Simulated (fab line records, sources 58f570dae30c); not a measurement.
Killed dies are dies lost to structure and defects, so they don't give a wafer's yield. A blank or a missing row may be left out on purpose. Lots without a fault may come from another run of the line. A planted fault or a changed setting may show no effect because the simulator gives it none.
Split-lot experiment | flow berkeley_cmos170 | 5 lots, 23 wafers read, on a route of 331 steps

THE SPLIT
At UCB170_GATE_COAT_07 (resist thk 900 nm), the setting spin_rpm was moved away from the recipe's 1500 rpm on 8 of the 23 wafers read, by +3.2% to +3.9%. The other wafers ran this setting at the recipe's value.

FROM THE SPLIT TO THE READING: what the file shows between them, 3 steps
- UCB170_GATE_SOFTBAKE_08: time 60 s
- UCB170_GATE_EXPOSE_09: exposes mask POLY, target cd 350 nm
- UCB170_GATE_ETCH_14: etches BARC in N2/H2

THE READING
KrF_of_GATE_COAT_07.thk_nm (the simulator's own value, which no gauge read), in nm, at UCB170_GATE_ETCH_15 (etches poly-Si in HBr/Cl2, stops on SiO2, time 56.3 s, target depth 278.2 nm). The file gives no usual value for it. The 15 wafers here that ran the recipe average 775.6 nm, standard deviation 2.6 nm.

wafer  | tool, chamber at the split | spin_rpm as run, rpm | against the recipe | KrF_of_GATE_COAT_07.thk_nm, nm | against lot-mates on the recipe
L078.1 | litho_track-03, 0          | 1500                 | recipe             | 781.1                          | -
L078.2 | litho_track-03, 0          | 1500                 | recipe             | 777.8                          | -
L078.3 | litho_track-03, 0          | 1559                 | +3.9%              | 758.8                          | -19.9
L078.5 | litho_track-03, 0          | 1500                 | recipe             | 777.1                          | -
L078.6 | litho_track-03, 0          | 1559                 | +3.9%              | 760.9                          | -17.8
L077.1 | litho_track-02, 0          | 1500                 | recipe             | 774.8                          | -
L077.2 | litho_track-02, 0          | 1500                 | recipe             | 776.4                          | -
L077.3 | litho_track-02, 0          | 1500                 | recipe             | 772.4                          | -
L079.1 | litho_track-03, 0          | 1500                 | recipe             | 773.3                          | -
L079.3 | litho_track-03, 0          | 1500                 | recipe             | 777.2                          | -
L079.4 | litho_track-03, 0          | 1500                 | recipe             | 776.5                          | -
L079.5 | litho_track-03, 0          | 1500                 | recipe             | 775.1                          | -
L079.6 | litho_track-03, 0          | 1500                 | recipe             | 773.1                          | -
L081.1 | litho_track-04, 0          | 1548                 | +3.2%              | 763.7                          | -12.5
L081.2 | litho_track-04, 0          | 1548                 | +3.2%              | 761.6                          | -14.6
L081.3 | litho_track-04, 0          | 1500                 | recipe             | 772.7                          | -
L081.5 | litho_track-04, 0          | 1500                 | recipe             | 779.7                          | -
L081.6 | litho_track-04, 0          | 1548                 | +3.2%              | 762.8                          | -13.4
L080.1 | litho_track-04, 0          | 1549                 | +3.3%              | 758.1                          | -15.1
L080.2 | litho_track-04, 0          | 1500                 | recipe             | 773.4                          | -
L080.4 | litho_track-04, 0          | 1549                 | +3.3%              | 757.8                          | -15.5
L080.5 | litho_track-04, 0          | 1549                 | +3.3%              | 761.4                          | -11.9
L080.6 | litho_track-04, 0          | 1500                 | recipe             | 773.1                          | -

THE FIT
A straight line over all 23 wafers: KrF_of_GATE_COAT_07.thk_nm changes by -4.35 nm for each +1% of spin_rpm; r = -0.95; the points scatter about the line by 2.5 nm.
The same after taking each lot's own level away (the mean of its wafers on the recipe; 23 wafers): -4.46 nm for each +1%; r = -0.97; scatter 1.9 nm.
On that fit, the largest move of spin_rpm shifts the reading by 18 nm.
The lots' own levels span 773.25 to 778.67 nm, that is 2.1 times the standard deviation above.
So the lot-to-lot level changes the slope little: the two slopes agree.
Check: with one of the wafers moved furthest among these (+3.9%) left out of the fit, the line predicts -17 nm for it against its lot-mates. It came out at -19.9 nm against them.

OTHER SPLITS ON THESE WAFERS
These wafers also went through other splits before the reading. Each is held against what the fit with the lots' levels taken away leaves over:
other split on the same wafers      | wafers away from the commonest value | r with KrF_of_GATE_COAT_07.thk_nm (lot level and that fit taken away)
UCB170_FIELD_OXIDATION_01 ox_time_s | 18                                   | +0.13
UCB170_FIELD_WET_ETCH_06 time_s     | 18                                   | +0.18
UCB170_NVT_COAT_01 resist_thk_nm    | 11                                   | -0.07
UCB170_PVT_IMPLANT_07 energy_kev    | 9                                    | -0.03

THE WHOLE CHAIN: every reading that the file lists as answering this split, in the file's order
step                | what it does                                                                 | reading                                                                     | change (the file's fit)              | r (the file's)
UCB170_GATE_COAT_07 | resist thk 900 nm                                                            | KrF_of_GATE_COAT_07.thk_nm (the simulator's own value, which no gauge read) | -4.56 nm for each +1% of the setting | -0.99
UCB170_GATE_ETCH_15 | etches poly-Si in HBr/Cl2, stops on SiO2, time 56.3 s, target depth 278.2 nm | KrF_of_GATE_COAT_07.thk_nm (the simulator's own value, which no gauge read) | -4.5 nm for each +1% of the setting  | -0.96

THE FILE'S OWN FIT
KrF_of_GATE_COAT_07.thk_nm changes by -4.5 nm for each +1% of spin_rpm, r = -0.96.
